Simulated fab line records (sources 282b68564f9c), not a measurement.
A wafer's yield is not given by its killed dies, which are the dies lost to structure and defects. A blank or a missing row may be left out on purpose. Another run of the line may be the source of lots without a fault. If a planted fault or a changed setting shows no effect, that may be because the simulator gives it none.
A lot that was struck, set against a sound lot || flow ritCmos || 16 out of 202 route steps
Sound: these wafers, L557.1, L557.5, L557.6. Wafers L566.4, L566.5, L566.6 were the ones struck. Last of all comes the cause.
Per side, at each step with rows, come the tool, then ch with its chambers, and then its first start. Under that, the readings that differ: sound wafers || struck wafers || difference of the means || sigmas: that difference in standard deviations of wafers without a fault.
alike: readings with means less than 2 such deviations apart, plus words and numbers identical on both sides. not compared: withheld readings, readings lacking a value on some wafer, bounds such as >300 that could conceal the same value, and numbers that have no deviation in the record and whose values overlap.
A row with sigmas, a row that says differs or no value, or rows on one side alone: a step with any of these is where the two part. Numbers that don't overlap but have no deviation are shown without sigmas and don't part them. A reading missing from all wafers of one side parts the sides only when that side holds two or more wafers.

first, 4 steps without rows for these wafers: RIT_ACTIVE_SOFTBAKE_07 (time 60 s); RIT_ACTIVE_EXPOSE_08 (exposes mask M1, target cd 1400 nm); RIT_ACTIVE_PEB_09; RIT_ACTIVE_DEVELOP_10 (develop time 50 s).
RIT_ACTIVE_CD_MEAS_11 targets a cd of 1400 nm.
  sound on cdSem-02 at day 2 15:34; struck on cdSem-02 at day 4 12:37
  alike: cdNm
then, 1 step without rows for these wafers: RIT_ACTIVE_HARDBAKE_12 (time 60 s).
RIT_ACTIVE_ETCH_13: etches Si3N4 in SF6, stops on SiO2, time 210 s, target depth 210 nm.
  sound on rieDiel-03 ch 1,2, day 2 15:50; struck on rieDiel-01 ch 0,3, day 4 12:50
{"reading": "throttleValvePct (%)", "sound": "7.20 7.20 7.33", "struck": "7.65 7.66 7.49", "difference": "+0.36", "sigmas": "+3"}
  alike: drypumpMotorCurrentA, oesProductAu
  not compared: rfHoursCounterH
RIT_ACTIVE_STRIP_14: strips in O2, time 180 s.
  sound on plasmaAsher-03 ch 0,1, day 2 15:58; struck on plasmaAsher-03 ch 0,1, day 4 13:02
  alike: drypumpMotorCurrentA
  not compared: rfHoursCounterH
RIT_ACTIVE_CD_MEAS_90 targets a cd of 1400 nm.
  sound on cdSem-02 at day 2 16:08; struck on cdSem-01 at day 4 13:12
  alike: cdNm
then, 3 steps without rows for these wafers: RIT_ACTIVE_CLEAN_15 (cleans in SC1, time 600 s); RIT_ACTIVE_CLEAN_16 (cleans in dHF, time 30 s); RIT_ACTIVE_CLEAN_17 (cleans in SC2, time 600 s).
RIT_FOX1_OXIDATION_00: target thk 350.7 nm, ox time 1130 s.
  sound on furnace-02 ch 0, day 2 16:38; struck on furnace-02 ch 0, day 4 13:38
{"reading": "spikeTcCentreC (C)", "sound": "1102.5 1101.9 1103.7", "struck": "1077.4 1078.3 1075.8", "difference": -25.5, "sigmas": -26}
{"reading": "spikeTcLoadC (C)", "sound": "1127.5 1126.3 1127.1", "struck": "1101.5 1102.5 1102.4", "difference": -24.8, "sigmas": -17}
{"reading": "spikeTcSourceC (C)", "sound": "1124.5 1127.4 1125.1", "struck": "1098.7 1100.4 1100.9", "difference": -25.7, "sigmas": -12}
{"reading": "tubeCenterTempC (C)", "sound": "1100 1100 1100", "struck": "1074.9 1075.1 1075.1", "difference": -25.0, "sigmas": "-99 or more"}
{"reading": "tube_center_temp_C_max", "sound": "1102.7 1102.4 1102.9", "struck": "1077.6 1077.8 1078.0", "difference": -24.9, "sigmas": -55}
{"reading": "zonePowerLoadPct (%)", "sound": "40.4 40.7 40.8", "struck": "38.4 39.1 38.7", "difference": -1.9, "sigmas": -2}
{"reading": "model.SiO2_of_FOX1_OXIDATION_00.thkNm (nm)", "sound": "357.8 362.6 364", "struck": "312.2 311.6 313.9", "difference": -48.9, "sigmas": ""}
RIT_FOX1_THK_MEAS_01:
  sound on filmMetro-04 at day 2 17:56; struck on filmMetro-02 at day 4 14:58
{"reading": "FOX1_OXIDE_THK (nm)", "sound": "358 362 364", "struck": "312 312 314", "difference": -49, "sigmas": -7}
then, 1 step without rows for these wafers: RIT_FOX1_WET_ETCH_02 (etches SiO2 in BOE, target depth 350 nm, time 390 s).
RIT_M1_PROBE_99:
  sound on prober-02 at day 4 09:31; struck on prober-01 at day 6 08:35
{"reading": "model.etest.nplusSal.widthNm (nm)", "sound": "3437 3392 3392", "struck": "3528 3507 3480", "difference": "+98", "sigmas": ""}
{"reading": "model.etest.pplusSal.widthNm (nm)", "sound": "3431 3398 3388", "struck": "3506 3482 3480", "difference": "+84", "sigmas": ""}
{"reading": "model.etest.nldd.widthNm (nm)", "sound": "3148 3142 3148", "struck": "3220 3225 3209", "difference": "+72", "sigmas": ""}
{"reading": "model.etest.pldd.widthNm (nm)", "sound": "3141 3151 3132", "struck": "3232 3221 3201", "difference": "+77", "sigmas": ""}
  alike: killedAtFrontEnd, killedDies, killedOpen, killedShort

WHERE THEY PART
First at RIT_ACTIVE_ETCH_13; last, within this record, at RIT_FOX1_THK_MEAS_01. Later steps at which nothing parts them and some readings are alike: RIT_M1_PROBE_99.

WHY: what had been put in by the simulator
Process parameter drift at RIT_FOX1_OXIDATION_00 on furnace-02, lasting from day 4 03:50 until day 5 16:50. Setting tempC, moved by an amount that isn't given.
